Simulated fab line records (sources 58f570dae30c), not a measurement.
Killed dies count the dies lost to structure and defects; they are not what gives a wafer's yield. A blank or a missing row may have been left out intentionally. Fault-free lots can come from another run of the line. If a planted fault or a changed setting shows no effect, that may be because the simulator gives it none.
2 desks, one fault || flow berkeleyCmos170 || every desk sees just its own numbers, and what lay behind them comes last

## THE TOOL OWNER'S DESK: pvdSputter-04
The tool's own readings at UCB170_M1_SPUTTER_00 (material Al, target thk 600 nm, time 80 s): means of the sampled wafers that have a number, for each lot that ran on this tool. A lot is out of limits, marked OUT, if its mean lies more than 4 standard deviations from the usual mean; the brackets give that distance.
Columns: A = cathodeDcPowerW at UCB170_M1_SPUTTER_00, usual 5999.9 W; B = throttleValvePct at UCB170_M1_SPUTTER_00, usual 30.0 %
{"lot": "L274", "first seen here": "day 8 03:27", "A": "5789.4 (-99 or more) OUT", "B": 29.7}
{"lot": "L273", "first seen here": "day 8 05:14", "A": "5789.2 (-99 or more) OUT", "B": 29.7}
{"lot": "L289", "first seen here": "day 11 07:54", "A": 6000.2, "B": 29.9}
This desk's finding: out of limits on L273, L274; first on L274, day 8 03:27 (cathodeDcPowerW at UCB170_M1_SPUTTER_00). L289: within limits.

## FROM THE METROLOGY DESK
Means of the sampled wafers that have a number, per lot and without regard to the tool the lot ran on: this is what the gauges read. A lot is out of limits, marked OUT, if its mean lies more than 4 standard deviations from the usual mean; the brackets give that distance. Shown are 7 of the 13 readings it has, namely the first that went out of limits plus those furthest out on some lot.
Columns: A = cdNm at UCB170_CONTACT_CD_MEAS_15, usual 700.2 nm; B = CONTACT_OVL at UCB170_CONTACT_OVL_MEAS_16, usual 1 nm; C = cdNm at UCB170_CONTACT_CD_MEAS_90, usual 699.7 nm; D = M1_AL_RS at UCB170_M1_RS_MEAS_01, usual 0.0487 ohm/sq; E = M1_AL_THK at UCB170_M1_THK_MEAS_02, usual 594 nm; F = cdNm at UCB170_V1_CD_MEAS_12, usual 699.6 nm; G = V1_OVL at UCB170_V1_OVL_MEAS_13, usual -3 nm
{"lot": "L266", "first seen here": "day 7 01:29", "A": 699.3, "B": -0, "C": 698.3, "D": 0.0485, "E": 597, "F": 698.2, "G": -16}
{"lot": "L274", "first seen here": "day 8 02:46", "A": 700.7, "B": -1, "C": 700.7, "D": 0.0510, "E": 568, "F": 698.8, "G": -12}
{"lot": "L273", "first seen here": "day 8 04:31", "A": 700.3, "B": 0, "C": 699.8, "D": "0.0514 (+4.4) OUT", "E": 565, "F": 698.6, "G": 3}
{"lot": "L278", "first seen here": "day 9 00:47", "A": 699.3, "B": 10, "C": 699.2, "D": 0.0486, "E": 599, "F": 700.0, "G": -9}
{"lot": "L282", "first seen here": "day 10 01:25", "A": 701.1, "B": -2, "C": 700.4, "D": 0.0486, "E": 602, "F": 700.5, "G": 6}
{"lot": "L289", "first seen here": "day 11 07:02", "A": 703.3, "B": 2, "C": 703.8, "D": 0.0492, "E": 591, "F": 702.0, "G": -3}
This desk's result: L273 out of limits, first on L273 (M1_AL_RS at UCB170_M1_RS_MEAS_01), day 8 05:20. L266, L274, L278, L282, L289: within limits.

## TAKEN TOGETHER
At day 8 03:27, on L273, L274, the tool owner's desk was in a position to raise an alarm.
Metrology desk: alarm possible at day 8 05:20 on L273.
The metrology desk holds a record of L274, inside its limits.
Of the lots named, all ran UCB170_M1_SPUTTER_00 on pvdSputter-04.

## WHAT THE SIMULATOR HAD INSERTED
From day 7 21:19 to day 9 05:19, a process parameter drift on pvdSputter-04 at UCB170_M1_SPUTTER_00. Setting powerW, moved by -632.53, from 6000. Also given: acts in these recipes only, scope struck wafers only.
Lots struck among those shown: L273, L274.
Hours from the fault's start to each desk's first reading out of limits: the tool owner's desk, 6; the metrology desk, 8.
